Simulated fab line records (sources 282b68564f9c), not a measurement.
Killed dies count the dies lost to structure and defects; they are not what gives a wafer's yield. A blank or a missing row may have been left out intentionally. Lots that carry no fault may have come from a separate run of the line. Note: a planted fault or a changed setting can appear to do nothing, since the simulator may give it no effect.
fab line records	flow rit-cmos
record: lots: 5	wafers: 15	last-day: 7
route steps=202 shown ACTIVE@4 FOX1@20 FOX2@23 NWELL@28 PWELL@39
lots that met no fault: taken from a fault-free run of the same line
start-h: the number of hours between the record's first day and the start of the first shown wafer of the lot	wait-h: hours elapsed since this lot's preceding step	" same as the row above	L1.1+2: several wafers, shown together as one row	- no value, or no start given	* or withheld: withheld	< > ~ a bound
route shown NAME@n: a module of which the file shows steps, and the number in the route of the first	usual: mean/standard deviation taken from wafers without a fault	same: alike in all rows	chamber/n: place in a boat	sites: the reading at each site	_std_site: how widely they spread, as a standard deviation	_edge_site: mean of outer sites minus mean of inner sites	radius-mm: how far each site lies from the wafer's centre	mask NAME#n: copy n	behind: the tool/chamber that last shaped the wafer	hold: what put the lot on hold/how long, in hours/how the hold closed	device: whichever transistor did not switch (one of n, p or np)	end of line: the same wafers' tests at the end of the route	for a step that has no rows: nothing shown but its recipe	killed: count of dies lost to structure and defects at first sort (not the wafer's yield)	map: a wafer's dies, marking killed ones x, the rest . and places with no die _
set.NAME: the setting the step ran with; set.NAME@STEP: the setting that earlier step ran with	model.NAME: the simulator's own value behind a step, which no gauge read
a table for each step, a row for each wafer; lots at some steps of the route
services: when a tool's chamber went out of use (start-h, in hours from the record's first day, below 0 if earlier), for how many hours, and the reason
== steps ==
step: RIT_ACTIVE_CVD_03
recipe: material: Si3N4	target-thk-nm: 150	temp-c: 810	precursor: SiH2Cl2/NH3	time-s: 1500	pressure-mtorr: 300	sih2cl2-flow-sccm: 60	nh3-flow-sccm: 150
usual: spike-tc-source-C: 832.4/1.4	zone-power-load-pct: 19.9/0.91
lot.wafer	tool	chamber	start-h	wait-h	spike-tc-source-C	zone-power-load-pct
L077.1	lpcvd-01	0	27.11	0.1	832.9	19.9
L077.3	"	0	"	"	833.3	20.1
L077.4	"	0	"	"	830.8	19.7
L079.1	lpcvd-01	0	37.11	0.1	832.5	20.0
L079.2	"	0	"	"	834.0	19.7
L079.5	"	0	"	"	830.1	19.9
L084.2	lpcvd-01	0	62.88	0.8	834.1	20.1
L084.4	"	0	"	"	834.9	19.8
L084.6	"	0	"	"	833.6	19.6
L092.1	lpcvd-01	1	102.11	0.1	831.2	21.1
L092.2	"	1	"	"	832.7	20.9
L092.4	"	1	"	"	831.4	21.0
L097.1	lpcvd-02	0	127.11	0.1	831.6	18.5
L097.3	"	0	"	"	831.4	18.2
L097.4	"	0	"	"	831.7	18.3
step: RIT_ACTIVE_THK_MEAS_04
recipe: reads: Si3N4_of_ACTIVE_CVD_03
usual: ACTIVE_NITRIDE_THK: 150.9/1.7
lot.wafer	tool	chamber	start-h	wait-h	ACTIVE_NITRIDE_THK[nm]
L077.1	film-metro-01	-	28.53	0.0	152.4
L077.3	"	-	"	"	154.1
L077.4	"	-	"	"	152.6
L079.1	film-metro-03	-	38.53	0.0	154.1
L079.2	"	-	"	"	154.2
L079.5	"	-	"	"	154.7
L084.2	film-metro-04	-	64.31	0.0	151.8
L084.4	"	-	"	"	150.4
L084.6	"	-	"	"	151.1
L092.1	film-metro-01	-	103.53	0.0	149.0
L092.2	"	-	"	"	149.7
L092.4	"	-	"	"	147.4
L097.1	film-metro-03	-	128.53	0.0	147.8
L097.3	"	-	"	"	147.7
L097.4	"	-	"	"	148.1
step: RIT_ACTIVE_HMDS_05
recipe: prime-time-s: 60	prime-temp-c: 140
lot.wafer	tool	chamber	start-h	wait-h
L077.1+3+4	litho-track-01	0	28.59	0.1
L079.1+2+5	litho-track-02	0	38.59	0.1
L084.2+4+6	litho-track-02	0	64.46	0.1
L092.1+2+4	litho-track-02	0	103.59	0.1
L097.1+3+4	litho-track-02	0	128.59	0.1
step: RIT_ACTIVE_COAT_06
recipe: resist: NOVOLAK	spin-rpm: 3250	resist-thk-nm: 1000
lot.wafer	tool	chamber	start-h	wait-h
L077.1+3+4	litho-track-01	0	28.74	0.1
L079.1+2+5	litho-track-02	0	38.74	0.1
L084.2+4+6	litho-track-02	0	64.61	0.1
L092.1+2+4	litho-track-02	0	103.74	0.1
L097.1+3+4	litho-track-02	0	128.74	0.1
step: RIT_ACTIVE_SOFTBAKE_07
recipe: resist: NOVOLAK	temp-c: 90	time-s: 60
usual: heater-power-total-W: 34.56/0.054
lot.wafer	tool	chamber	start-h	wait-h	heater-power-total-W
L077.1	litho-track-01	0	28.89	0.1	34.47
L077.3	"	0	"	"	34.54
L077.4	"	0	"	"	34.53
L079.1	litho-track-02	0	38.89	0.1	34.59
L079.2	"	0	"	"	34.56
L079.5	"	0	"	"	34.47
L084.2	litho-track-02	0	64.76	0.1	34.51
L084.4	"	0	"	"	34.63
L084.6	"	0	"	"	34.62
L092.1	litho-track-02	0	103.89	0.1	34.61
L092.2	"	0	"	"	34.55
L092.4	"	0	"	"	34.60
L097.1	litho-track-02	0	128.89	0.1	34.60
L097.3	"	0	"	"	34.43
L097.4	"	0	"	"	34.64
step: RIT_ACTIVE_EXPOSE_08
recipe: mask-id: M1	na: 0.6	source-shape: conventional	sigma-outer: 0.6	target-cd-nm: 1400	dose-mj: 225
usual: stage-vel-mm-s: 499.99/0.25
same: na: 0.6
lot.wafer	tool	chamber	start-h	wait-h	mask	stage-vel-mm-s
L077.1	iline-stepper-02	0	29.16	0.2	M1#0	500.18
L077.3	"	0	"	"	M1#0	499.74
L077.4	"	0	"	"	M1#0	500.06
L079.1	iline-stepper-02	0	39.04	0.1	M1#0	500.00
L079.2	"	0	"	"	M1#0	500.37
L079.5	"	0	"	"	M1#0	499.97
L084.2	iline-stepper-01	0	64.90	0.1	M1#0	500.12
L084.4	"	0	"	"	M1#0	500.00
L084.6	"	0	"	"	M1#0	499.94
L092.1	iline-stepper-02	0	104.04	0.1	M1#0	500.30
L092.2	"	0	"	"	M1#0	500.06
L092.4	"	0	"	"	M1#0	500.51
L097.1	iline-stepper-01	0	129.16	0.2	M1#0	500.00
L097.3	"	0	"	"	M1#0	499.38
L097.4	"	0	"	"	M1#0	499.94
step: RIT_ACTIVE_PEB_09
recipe: resist: NOVOLAK	temp-c: withheld	time-s: withheld
lot.wafer	tool	chamber	start-h	wait-h
L077.1+3+4	litho-track-01	0	29.28	0.1
L079.1+2+5	litho-track-02	0	39.16	0.1
L084.2+4+6	litho-track-04	0	65.02	0.1
L092.1+2+4	litho-track-04	0	104.16	0.1
L097.1+3+4	litho-track-04	0	129.28	0.1
step: RIT_ACTIVE_DEVELOP_10
recipe: resist: NOVOLAK	develop-time-s: 50	dev-temp-c: 23
same: develop-time-s: 50
lot.wafer	tool	chamber	start-h	wait-h
L077.1+3+4	litho-track-01	0	-	-
L079.1+2+5	litho-track-02	0	-	-
L084.2+4+6	litho-track-04	0	-	-
L092.1+2+4	litho-track-04	0	-	-
L097.1+3+4	litho-track-04	0	-	-
step: RIT_ACTIVE_CD_MEAS_11
recipe: target-cd-nm: 1400
usual: cd-nm: 1401.2/2.2
lot.wafer	tool	chamber	start-h	wait-h	cd-nm
L077.1	cd-sem-02	-	29.56	-	1402.0
L077.3	"	-	"	"	1403.6
L077.4	"	-	"	"	1404.0
L079.1	cd-sem-02	-	39.44	-	1397.0
L079.2	"	-	"	"	1396.4
L079.5	"	-	"	"	1399.4
L084.2	cd-sem-02	-	65.30	-	1399.6
L084.4	"	-	"	"	1401.7
L084.6	"	-	"	"	1401.2
L092.1	cd-sem-02	-	104.44	-	1402.1
L092.2	"	-	"	"	1402.7
L092.4	"	-	"	"	1401.3
L097.1	cd-sem-01	-	129.56	-	1400.1
L097.3	"	-	"	"	1400.8
L097.4	"	-	"	"	1399.4
step: RIT_ACTIVE_HARDBAKE_12
recipe: resist: NOVOLAK	temp-c: 140	time-s: 60
usual: heater-power-total-W: 62.55/0.043
lot.wafer	tool	chamber	start-h	wait-h	heater-power-total-W
L077.1	litho-track-04	0	29.68	0.1	62.61
L077.3	"	0	"	"	62.48
L077.4	"	0	"	"	62.50
L079.1	litho-track-01	0	39.56	0.1	62.44
L079.2	"	0	"	"	62.53
L079.5	"	0	"	"	62.58
L084.2	litho-track-01	0	65.43	0.1	62.49
L084.4	"	0	"	"	62.56
L084.6	"	0	"	"	62.53
L092.1	litho-track-04	0	104.56	0.1	62.53
L092.2	"	0	"	"	62.54
L092.4	"	0	"	"	62.48
L097.1	litho-track-02	0	129.68	0.1	62.50
L097.3	"	0	"	"	62.58
L097.4	"	0	"	"	62.56
step: RIT_ACTIVE_ETCH_13
recipe: stop-on: SiO2	chemistry: SF6	target: Si3N4	time-s: 210	over-etch-frac: 0.4	SF6_flow_sccm: 200	pressure-mtorr: 260	rf-w: 125	target-depth-a: 2100
usual: SF6_flow_sccm: 199.9/0.6	drypump-motor-current-A: 5.3/0.47	oes-product-au: 0.826/0.016	throttle-valve-pct: 7.50/0.11
lot.wafer	tool	chamber	start-h	wait-h	SF6_flow_sccm	drypump-motor-current-A	oes-product-au	rf-hours-counter-h	throttle-valve-pct
L077.1	rie-diel-01	0	29.83	0.1	199.7	4.9	0.802	31	7.58
L077.3	"	2	"	"	200.2	5.7	0.844	173	7.55
L077.4	"	1	"	"	199.9	4.7	0.830	14	7.47
L079.1	rie-diel-02	2	39.71	0.1	199.6	5.2	0.832	135	7.35
L079.2	"	1	"	"	199.8	5.5	0.826	152	7.49
L079.5	"	3	"	"	199.8	4.9	0.852	-	7.76
L084.2	rie-diel-01	3	65.55	0.1	199.8	4.9	0.843	146	7.35
L084.4	"	1	"	"	199.1	4.7	0.824	15	7.46
L084.6	"	1	"	"	199.9	4.7	0.822	-	7.46
L092.1	rie-diel-02	0	104.71	0.1	199.9	6.1	0.789	154	7.47
L092.2	"	2	"	"	199.5	5.2	0.826	136	7.36
L092.4	"	3	"	"	199.0	4.9	0.833	79	7.76
L097.1	rie-diel-01	2	129.83	0.1	199.9	5.7	0.838	2	7.55
L097.3	"	3	"	"	199.6	5.0	0.825	147	7.34
L097.4	"	0	"	"	199.9	4.8	0.793	33	7.56
step: RIT_ACTIVE_STRIP_14
recipe: chemistry: O2	time-s: 180	resist: NOVOLAK	platen-temp-c: withheld	power-w: 500	pressure-mtorr: 4000	o2-flow-sccm: 4000
usual: drypump-motor-current-A: 5.5/0.59
lot.wafer	tool	chamber	start-h	wait-h	drypump-motor-current-A	rf-hours-counter-h
L077.1	plasma-asher-04	0	29.97	0.1	6.2	40
L077.3	"	0	"	"	6.2	-
L077.4	"	1	"	"	4.7	-
L079.1	plasma-asher-04	0	39.84	0.1	6.2	41
L079.2	"	1	"	"	4.7	41
L079.5	"	1	"	"	4.7	-
L084.2	plasma-asher-04	0	65.68	0.1	6.2	44
L084.4	"	1	"	"	4.7	-
L084.6	"	1	"	"	4.7	-
L092.1	plasma-asher-02	0	104.84	0.1	5.9	27
L092.2	"	1	"	"	5.6	27
L092.4	"	1	"	"	5.6	-
L097.1	plasma-asher-02	0	129.97	0.1	5.9	30
L097.3	"	0	"	"	5.9	-
L097.4	"	1	"	"	5.5	-
step: RIT_ACTIVE_CD_MEAS_90
recipe: target-cd-nm: 1400
usual: cd-nm: 1401.2/2.2
lot.wafer	tool	chamber	start-h	wait-h	cd-nm
L077.1	cd-sem-01	-	30.14	0.1	1402.0
L077.3	"	-	"	"	1403.4
L077.4	"	-	"	"	1403.9
L079.1	cd-sem-01	-	40.02	0.1	1396.5
L079.2	"	-	"	"	1396.6
L079.5	"	-	"	"	1399.9
L084.2	cd-sem-02	-	65.88	0.1	1399.4
L084.4	"	-	"	"	1401.4
L084.6	"	-	"	"	1401.1
L092.1	cd-sem-02	-	105.02	0.1	1401.9
L092.2	"	-	"	"	1402.9
L092.4	"	-	"	"	1401.9
L097.1	cd-sem-01	-	130.14	0.1	1400.6
L097.3	"	-	"	"	1400.7
L097.4	"	-	"	"	1399.3
step: RIT_ACTIVE_CLEAN_15
recipe: chemistry: SC1	mix: 3:3:50	time-s: 600	temp-c: 75
lot.wafer	tool	chamber	start-h	wait-h
L077.1+3+4	wet-bench-04	2	30.26	0.1
L079.1+2+5	wet-bench-03	1	40.14	0.1
L084.2+4+6	wet-bench-03	0	65.98	0.1
L092.1+2+4	wet-bench-02	0	105.14	0.1
L097.1+3+4	wet-bench-03	2	130.26	0.1
step: RIT_ACTIVE_CLEAN_16
recipe: chemistry: dHF	dilution: 50:1	time-s: 30
lot.wafer	tool	chamber	start-h	wait-h
L077.1+3+4	wet-bench-04	1	30.45	0.0
L079.1+2+5	wet-bench-04	0	40.31	0.0
L084.2+4+6	wet-bench-02	3	66.15	0.0
L092.1+2+4	wet-bench-04	2	105.33	0.0
L097.1+3+4	wet-bench-04	0	130.44	0.0
step: RIT_ACTIVE_CLEAN_17
recipe: chemistry: SC2	mix: 3:3:50	time-s: 600	temp-c: 75	dry: n2-spin
lot.wafer	tool	chamber	start-h	wait-h
L077.1+3+4	wet-bench-04	0	30.47	0.0
L079.1+2+5	wet-bench-03	1	40.33	0.0
L084.2+4+6	wet-bench-04	0	66.17	0.0
L092.1+2+4	wet-bench-02	3	105.35	0.0
L097.1+3+4	wet-bench-02	3	130.45	0.0
step: RIT_FOX1_OXIDATION_00
recipe: temp-c: 1100	ambient: H2O	target-thk-a: 3507	p-h2o-torr: 720	ox-time-s: 1130
usual: spike-tc-source-C: 1125.3/1.3	zone-power-load-pct: 41/3.3
lot.wafer	tool	chamber	start-h	wait-h	spike-tc-source-C	zone-power-load-pct
L077.1	furnace-03	0	30.93	0.3	1123.7	46
L077.3	"	0	"	"	1125.8	45
L077.4	"	0	"	"	1126.0	45
L079.1	furnace-04	0	40.50	0.0	1125.3	38
L079.2	"	0	"	"	1127.1	39
L079.5	"	0	"	"	1125.9	38
L084.2	furnace-04	0	67.59	1.2	1124.9	39
L084.4	"	0	"	"	1126.0	38
L084.6	"	0	"	"	1126.6	39
L092.1	furnace-02	0	105.54	0.0	1124.7	45
L092.2	"	0	"	"	1124.1	44
L092.4	"	0	"	"	1123.4	46
L097.1	furnace-04	0	130.63	0.0	1126.2	39
L097.3	"	0	"	"	1127.0	38
L097.4	"	0	"	"	1125.5	38
step: RIT_FOX1_THK_MEAS_01
recipe: reads: SiO2_of_FOX1_OXIDATION_00
usual: FOX1_OXIDE_THK: 349/6.7
lot.wafer	tool	chamber	start-h	wait-h	FOX1_OXIDE_THK[nm]
L077.1	film-metro-02	-	32.25	0.0	358
L077.3	"	-	"	"	355
L077.4	"	-	"	"	361
L079.1	film-metro-03	-	41.82	0.0	348
L079.2	"	-	"	"	343
L079.5	"	-	"	"	342
L084.2	film-metro-01	-	68.92	0.0	350
L084.4	"	-	"	"	340
L084.6	"	-	"	"	341
L092.1	film-metro-02	-	106.85	0.0	353
L092.2	"	-	"	"	343
L092.4	"	-	"	"	351
L097.1	film-metro-03	-	131.94	0.0	351
L097.3	"	-	"	"	351
L097.4	"	-	"	"	348
step: RIT_FOX1_WET_ETCH_02
recipe: chemistry: BOE	target-depth-nm: 350	time-s: 390	temp-c: 21.5	dry: n2-spin	dilution: 10:1	target: SiO2
lot.wafer	tool	chamber	start-h	wait-h
L077.1+3+4	wet-bench-04	1	32.31	0.1
L079.1+2+5	wet-bench-04	3	41.88	0.1
L084.2+4+6	wet-bench-03	0	68.97	0.0
L092.1+2+4	wet-bench-01	0	106.91	0.1
L097.1+3+4	wet-bench-03	2	132.00	0.1
step: RIT_FOX2_OXIDATION_00
recipe: temp-c: 1100	ambient: H2O	target-thk-a: 3507	p-h2o-torr: 720	ox-time-s: 1130
usual: spike-tc-source-C: 1126.1/2.3	zone-power-load-pct: 42/3.3
lot.wafer	tool	chamber	start-h	wait-h	spike-tc-source-C	zone-power-load-pct
L077.1	furnace-03	0	32.50	0.1	1125.6	45
L077.3	"	0	"	"	1125.3	45
L077.4	"	0	"	"	1125.7	46
L079.1	furnace-04	0	42.00	0.0	1126.7	38
L079.2	"	0	"	"	1126.7	37
L079.5	"	0	"	"	1125.1	38
L084.2	furnace-04	0	69.08	0.0	1125.9	38
L084.4	"	0	"	"	1125.0	38
L084.6	"	0	"	"	1126.0	38
L092.1	furnace-04	0	108.62	1.6	1125.0	38
L092.2	"	0	"	"	1125.6	38
L092.4	"	0	"	"	1127.7	38
L097.1	furnace-04	0	132.12	0.0	1125.5	39
L097.3	"	0	"	"	1126.6	39
L097.4	"	0	"	"	1124.8	39
step: RIT_FOX2_THK_MEAS_01
recipe: reads: SiO2_of_FOX2_OXIDATION_00
usual: FOX2_OXIDE_THK: 351/6.2
lot.wafer	tool	chamber	start-h	wait-h	FOX2_OXIDE_THK[nm]
L077.1	film-metro-02	-	33.81	0.0	349
L077.3	"	-	"	"	351
L077.4	"	-	"	"	351
L079.1	film-metro-02	-	43.31	0.0	349
L079.2	"	-	"	"	352
L079.5	"	-	"	"	351
L084.2	film-metro-02	-	70.41	0.0	345
L084.4	"	-	"	"	344
L084.6	"	-	"	"	339
L092.1	film-metro-02	-	109.94	0.0	342
L092.2	"	-	"	"	348
L092.4	"	-	"	"	343
L097.1	film-metro-04	-	133.43	0.0	354
L097.3	"	-	"	"	356
L097.4	"	-	"	"	347
step: RIT_FOX2_CLEAN_02
recipe: chemistry: dHF	dilution: 50:1	time-s: 180
lot.wafer	tool	chamber	start-h	wait-h
L077.1+3+4	wet-bench-01	0	33.87	0.1
L079.1+2+5	wet-bench-02	3	43.37	0.1
L084.2+4+6	wet-bench-02	1	70.46	0.0
L092.1+2+4	wet-bench-02	3	110.00	0.1
L097.1+3+4	wet-bench-03	3	133.49	0.1
step: RIT_FOX2_WET_ETCH_03
recipe: chemistry: H3PO4	target: Si3N4	target-depth-nm: 195	temp-c: 165	time-s: 2700
lot.wafer	tool	chamber	start-h	wait-h
L077.1+3+4	wet-bench-02	1	33.93	0.0
L079.1+2+5	wet-bench-03	3	43.43	0.0
L084.2+4+6	wet-bench-02	0	70.52	0.0
L092.1+2+4	wet-bench-03	2	110.06	0.0
L097.1+3+4	wet-bench-02	2	133.55	0.0
step: RIT_FOX2_THK_MEAS_90
recipe: reads: SiO2_of_FOX2_OXIDATION_00
usual: FIELD_OXIDE_LEFT_1_THK: 323/6.3
lot.wafer	tool	chamber	start-h	wait-h	FIELD_OXIDE_LEFT_1_THK[nm]
L077.1	film-metro-02	-	34.69	0.0	321
L077.3	"	-	"	"	324
L077.4	"	-	"	"	323
L079.1	film-metro-04	-	44.19	0.0	322
L079.2	"	-	"	"	324
L079.5	"	-	"	"	324
L084.2	film-metro-04	-	71.36	0.0	318
L084.4	"	-	"	"	316
L084.6	"	-	"	"	312
L092.1	film-metro-02	-	110.89	0.0	315
L092.2	"	-	"	"	320
L092.4	"	-	"	"	316
L097.1	film-metro-02	-	134.31	0.0	327
L097.3	"	-	"	"	329
L097.4	"	-	"	"	320
step: RIT_NWELL_HMDS_00
recipe: prime-time-s: 60	prime-temp-c: 140
lot.wafer	tool	chamber	start-h	wait-h
L077.1+3+4	litho-track-03	0	34.75	0.1
L079.1+2+5	litho-track-03	0	44.40	0.2
L084.2+4+6	litho-track-03	0	71.43	0.1
L092.1+2+4	litho-track-03	0	110.95	0.1
L097.1+3+4	litho-track-01	0	134.37	0.1
step: RIT_NWELL_COAT_01
recipe: resist: NOVOLAK	spin-rpm: 2000	resist-thk-nm: 1300
lot.wafer	tool	chamber	start-h	wait-h
L077.1+3+4	litho-track-03	0	34.90	0.1
L079.1+2+5	litho-track-03	0	44.55	0.1
L084.2+4+6	litho-track-03	0	71.58	0.1
L092.1+2+4	litho-track-03	0	111.10	0.1
L097.1+3+4	litho-track-01	0	134.52	0.1
step: RIT_NWELL_SOFTBAKE_02
recipe: resist: NOVOLAK	temp-c: 90	time-s: 60
usual: heater-power-total-W: 34.57/0.048
lot.wafer	tool	chamber	start-h	wait-h	heater-power-total-W
L077.1	litho-track-03	0	35.05	0.1	34.56
L077.3	"	0	"	"	34.58
L077.4	"	0	"	"	34.58
L079.1	litho-track-03	0	44.70	0.1	34.59
L079.2	"	0	"	"	34.62
L079.5	"	0	"	"	34.55
L084.2	litho-track-03	0	71.73	0.1	34.58
L084.4	"	0	"	"	34.67
L084.6	"	0	"	"	34.50
L092.1	litho-track-03	0	111.25	0.1	34.53
L092.2	"	0	"	"	34.55
L092.4	"	0	"	"	34.57
L097.1	litho-track-01	0	134.67	0.1	34.58
L097.3	"	0	"	"	34.65
L097.4	"	0	"	"	34.68
step: RIT_NWELL_EXPOSE_03
recipe: mask-id: M2	na: 0.57	target-cd-nm: 43900	dose-mj: 250
usual: stage-vel-mm-s: 500.01/0.26
same: na: 0.57
lot.wafer	tool	chamber	start-h	wait-h	mask	stage-vel-mm-s
L077.1	iline-stepper-01	0	35.20	0.1	M2#0	500.15
L077.3	"	0	"	"	M2#0	500.26
L077.4	"	0	"	"	M2#0	500.23
L079.1	iline-stepper-01	0	44.97	0.2	M2#0	500.11
L079.2	"	0	"	"	M2#0	500.45
L079.5	"	0	"	"	M2#0	500.30
L084.2	iline-stepper-01	0	71.88	0.1	M2#0	499.98
L084.4	"	0	"	"	M2#0	500.33
L084.6	"	0	"	"	M2#0	500.14
L092.1	iline-stepper-02	0	111.40	0.1	M2#0	500.19
L092.2	"	0	"	"	M2#0	500.58
L092.4	"	0	"	"	M2#0	500.15
L097.1	iline-stepper-02	0	134.82	0.1	M2#0	499.94
L097.3	"	0	"	"	M2#0	500.08
L097.4	"	0	"	"	M2#0	499.93
step: RIT_NWELL_PEB_04
recipe: resist: NOVOLAK	temp-c: withheld	time-s: withheld
lot.wafer	tool	chamber	start-h	wait-h
L077.1+3+4	litho-track-03	0	35.32	0.1
L079.1+2+5	litho-track-01	0	45.09	0.1
L084.2+4+6	litho-track-01	0	72.00	0.1
L092.1+2+4	litho-track-03	0	111.52	0.1
L097.1+3+4	litho-track-04	0	134.94	0.1
step: RIT_NWELL_DEVELOP_05
recipe: resist: NOVOLAK	develop-time-s: 68	dev-temp-c: 23
same: develop-time-s: 68
lot.wafer	tool	chamber	start-h	wait-h
L077.1+3+4	litho-track-03	0	-	-
L079.1+2+5	litho-track-01	0	-	-
L084.2+4+6	litho-track-01	0	-	-
L092.1+2+4	litho-track-03	0	-	-
L097.1+3+4	litho-track-04	0	-	-
step: RIT_NWELL_OVL_MEAS_06
usual: NWELL_OVL: -0.5/1.5
lot.wafer	tool	chamber	start-h	wait-h	NWELL_OVL[nm]
L077.1	overlay-01	-	35.63	-	-2.6
L077.3	"	-	"	"	-2.3
L077.4	"	-	"	"	-1.4
L079.1	overlay-02	-	45.40	-	-1.8
L079.2	"	-	"	"	-1.2
L079.5	"	-	"	"	-2.7
L084.2	overlay-01	-	72.29	-	-1.8
L084.4	"	-	"	"	-2.1
L084.6	"	-	"	"	0.2
L092.1	overlay-02	-	111.83	-	-1.1
L092.2	"	-	"	"	-1.8
L092.4	"	-	"	"	0.7
L097.1	overlay-01	-	135.25	-	1.4
L097.3	"	-	"	"	1.6
L097.4	"	-	"	"	2.4
step: RIT_NWELL_HARDBAKE_07
recipe: resist: NOVOLAK	temp-c: 140	time-s: 120
usual: heater-power-total-W: 52.03/0.064
lot.wafer	tool	chamber	start-h	wait-h	heater-power-total-W
L077.1	litho-track-04	0	35.67	0.0	52.03
L077.3	"	0	"	"	52.11
L077.4	"	0	"	"	51.97
L079.1	litho-track-01	0	45.44	0.0	51.92
L079.2	"	0	"	"	52.08
L079.5	"	0	"	"	52.10
L084.2	litho-track-03	0	72.37	0.1	52.06
L084.4	"	0	"	"	51.94
L084.6	"	0	"	"	52.05
L092.1	litho-track-03	0	111.86	0.0	52.03
L092.2	"	0	"	"	52.07
L092.4	"	0	"	"	52.02
L097.1	litho-track-01	0	135.29	0.0	52.02
L097.3	"	0	"	"	52.10
L097.4	"	0	"	"	52.09
step: RIT_NWELL_IMPLANT_08
recipe: species: P	energy-kev: 170	dose-cm2: 5e+13	tilt-deg: 7
usual: tilt-deg: 7.000/0.019
lot.wafer	tool	chamber	start-h	wait-h	tilt-deg
L077.1	implanter-04	0	35.92	0.2	6.970
L077.3	"	0	"	"	7.003
L077.4	"	0	"	"	6.992
L079.1	implanter-03	0	45.69	0.2	7.007
L079.2	"	0	"	"	6.990
L079.5	"	0	"	"	7.027
L084.2	implanter-03	0	72.60	0.2	6.988
L084.4	"	0	"	"	7.030
L084.6	"	0	"	"	6.991
L092.1	implanter-03	0	112.11	0.2	7.021
L092.2	"	0	"	"	7.055
L092.4	"	0	"	"	7.026
L097.1	implanter-04	0	135.54	0.2	7.024
L097.3	"	0	"	"	7.001
L097.4	"	0	"	"	6.979
step: RIT_NWELL_STRIP_09
recipe: chemistry: O2	time-s: 180	resist: NOVOLAK	platen-temp-c: withheld	power-w: 500	pressure-mtorr: 4000	o2-flow-sccm: 4000
usual: drypump-motor-current-A: 5.5/0.59
lot.wafer	tool	chamber	start-h	wait-h	drypump-motor-current-A	rf-hours-counter-h
L077.1	plasma-asher-03	0	36.07	0.1	5.5	40
L077.3	"	0	"	"	5.5	-
L077.4	"	1	"	"	6.6	-
L079.1	plasma-asher-01	0	45.84	0.1	5.4	42
L079.2	"	1	"	"	5.1	42
L079.5	"	0	"	"	5.4	-
L084.2	plasma-asher-01	0	72.72	0.1	5.4	45
L084.4	"	1	"	"	5.1	-
L084.6	"	1	"	"	5.1	-
L092.1	plasma-asher-04	0	112.26	0.1	6.2	49
L092.2	"	1	"	"	4.7	49
L092.4	"	1	"	"	4.7	-
L097.1	plasma-asher-03	0	135.69	0.1	5.5	50
L097.3	"	1	"	"	6.6	-
L097.4	"	0	"	"	5.6	-
step: RIT_NWELL_TW_MEAS_10
usual: NWELL_TW: 2119/16
lot.wafer	tool	chamber	start-h	wait-h	NWELL_TW
L077.1	film-metro-03	-	36.24	0.1	2100
L077.3	"	-	"	"	2105
L077.4	"	-	"	"	2102
L079.1	film-metro-03	-	46.01	0.1	2090
L079.2	"	-	"	"	2096
L079.5	"	-	"	"	2103
L084.2	film-metro-04	-	72.91	0.1	2153
L084.4	"	-	"	"	2146
L084.6	"	-	"	"	2141
L092.1	film-metro-02	-	112.44	0.1	2116
L092.2	"	-	"	"	2123
L092.4	"	-	"	"	2125
L097.1	film-metro-02	-	135.86	0.1	2110
L097.3	"	-	"	"	2107
L097.4	"	-	"	"	2106
step: RIT_PWELL_HMDS_00
recipe: prime-time-s: 60	prime-temp-c: 140
lot.wafer	tool	chamber	start-h	wait-h
L077.1+3+4	litho-track-04	0	36.30	0.1
L079.1+2+5	litho-track-03	0	46.07	0.1
L084.2+4+6	litho-track-03	0	72.98	0.1
L092.1+2+4	litho-track-04	0	112.50	0.1
L097.1+3+4	litho-track-04	0	135.92	0.1
step: RIT_PWELL_COAT_01
recipe: resist: NOVOLAK	spin-rpm: 2000	resist-thk-nm: 1300
lot.wafer	tool	chamber	start-h	wait-h
L077.1+3+4	litho-track-04	0	36.45	0.1
L079.1+2+5	litho-track-03	0	46.22	0.1
L084.2+4+6	litho-track-03	0	73.13	0.1
L092.1+2+4	litho-track-04	0	112.65	0.1
L097.1+3+4	litho-track-04	0	136.07	0.1
== services ==
tool	chamber	start-h	hours	kind
furnace-03	-	4.60	8.0	pm
furnace-03	-	12.45	6.4	repair
wet-bench-02	-	14.39	3.2	repair
rie-diel-02	-	18.81	12.4	repair
furnace-02	-	23.27	4.4	pm
furnace-04	-	26.33	3.3	pm
implanter-04	-	26.86	0.5	repair
wet-bench-01	-	36.65	69.6	pm
rie-diel-01	2	37.40	-	clean
rie-diel-01	2	37.40	17.1	scheduled-down
rie-diel-01	2	37.40	17.1	vent-cycle
rie-diel-01	-	50.60	2.8	pm
wet-bench-04	-	55.09	1.2	repair
iline-stepper-01	-	80.09	0.9	repair
rie-diel-02	-	80.15	2.8	pm
furnace-03	-	83.67	4.0	pm
rie-diel-02	-	96.14	0.3	repair
iline-stepper-01	-	103.95	2.1	pm
plasma-asher-02	-	105.11	0.7	repair
iline-stepper-01	-	106.03	-	consumable-replace:lamp
plasma-asher-01	-	108.85	9.0	pm
plasma-asher-01	0	108.85	9.0	vent-cycle
plasma-asher-01	1	108.85	9.0	vent-cycle
plasma-asher-01	0	117.85	-	clean
== key ==
fault none
